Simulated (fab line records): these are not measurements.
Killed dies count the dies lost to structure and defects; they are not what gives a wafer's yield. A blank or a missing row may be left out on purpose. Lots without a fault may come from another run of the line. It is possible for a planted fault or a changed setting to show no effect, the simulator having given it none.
Problem report, 8D (eight disciplines) form, completed by code :: flow rit cmos :: the parts of the form that need people (team, actions taken, sign-off) are left out

== 1. WHAT WENT WRONG ==
Wafers without a fault read 99.99 mTorr, standard deviation 0.092; chamber pressure mTorr at RIT_M1_METAL_ETCH_12 reads a mean of 149.97 mTorr on 6 wafers belonging to 2 lots. That is +99 or more standard deviations from the usual mean.
The step: etches Al in Cl2/BCl3, stops on SiO2, time 165 s, target depth 600 nm.
Seen first at day 6 18:51 on rie metal-04, wafer L678.2. At this step, 42 wafers from 14 lots have a number in the record. Rule for "out", or "out of limits": more than 4 standard deviations from the usual mean. The other wafers with a number count as sound.

== 2. WHAT IT IS; WHAT IT IS NOT ==
question: which readings at this step
is: chamber pressure mTorr
is not: drypump motor current A, mfc cl2 sccm, oes product au, throttle valve pct

question: which lots
is: L678, L680
is not: L664, L665, L667, L668, L669, L670, L672, L674, L679, L681, L685, L687

question: which wafers of those lots
is: all that have a number
is not: -

question: read on which tools
is: rie metal-04
is not: rie metal-01, rie metal-02

question: when
is: from day 6 18:51
is not: up to then (27 sound wafers); but 9 sound wafers of L681, L685, L687 came after

== 3. THE SUSPECTS, EACH WITH WHAT RULES IT OUT ==
Counting: a tool at a process step up to the reading stays a suspect if it ran every lot that is out and no sound lot after the first of them.
- plasma asher-04 at RIT_GATE_STRIP_20 (strips in O2, time 180 s): ruled out as a lasting fault. Sound lots L687 ran on it after its first lot that is out, L678 (day 5 19:59).
- rie diel-04 at RIT_SPACER_ETCHBACK_05 (etches Si3N4 in SF6/CHF3, stops on SiO2, target depth 250 nm, time 240 s): ruled out as a lasting fault. Sound lots L685 ran on it after its first lot that is out, L678 (day 6 10:14).
- rie metal-04 at RIT_M1_METAL_ETCH_12 (etches Al in Cl2/BCl3, stops on SiO2, time 165 s, target depth 600 nm): kept. All lots that are out passed through it, beginning with L678 at day 6 18:51, and no sound lot followed; its final sound lot before that point was L674 at day 5 15:53. Out on those wafers are its own readings of chamber pressure mTorr.
Left after counting: rie metal-04 at RIT_M1_METAL_ETCH_12.

== 4. THE CAUSE (what the simulator had put in) ==
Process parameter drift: rie metal-04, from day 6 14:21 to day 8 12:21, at RIT_M1_METAL_ETCH_12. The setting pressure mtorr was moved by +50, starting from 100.
Only this tool survived the counting.

== 5. THE CHAIN OF EFFECTS, in route order ==
One row per reading whose mean, taken over the struck wafers that have a number, lies over 3 standard deviations from the usual. Readings are gone through only where the record gives a usual standard deviation; hours: the median, over the lots, of the time from a lot's start at the first step in this table giving one to that lot's start at this step; sigmas: the change measured in usual standard deviations.
hours: 0
step: RIT_M1_METAL_ETCH_12
reading: chamber pressure mTorr
usual: 99.99 mTorr
on struck wafers: 149.97
change: +49.98
sigmas: +99 or more
Process steps it contains:
- RIT_M1_METAL_ETCH_12: etches Al in Cl2/BCl3, stops on SiO2, time 165 s, target depth 600 nm.

== 6. HOW IT WOULD HAVE BEEN CAUGHT EARLIER ==
The fault began at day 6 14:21; the first out-of-limits reading in this record came at day 6 18:51, 4 hours later.
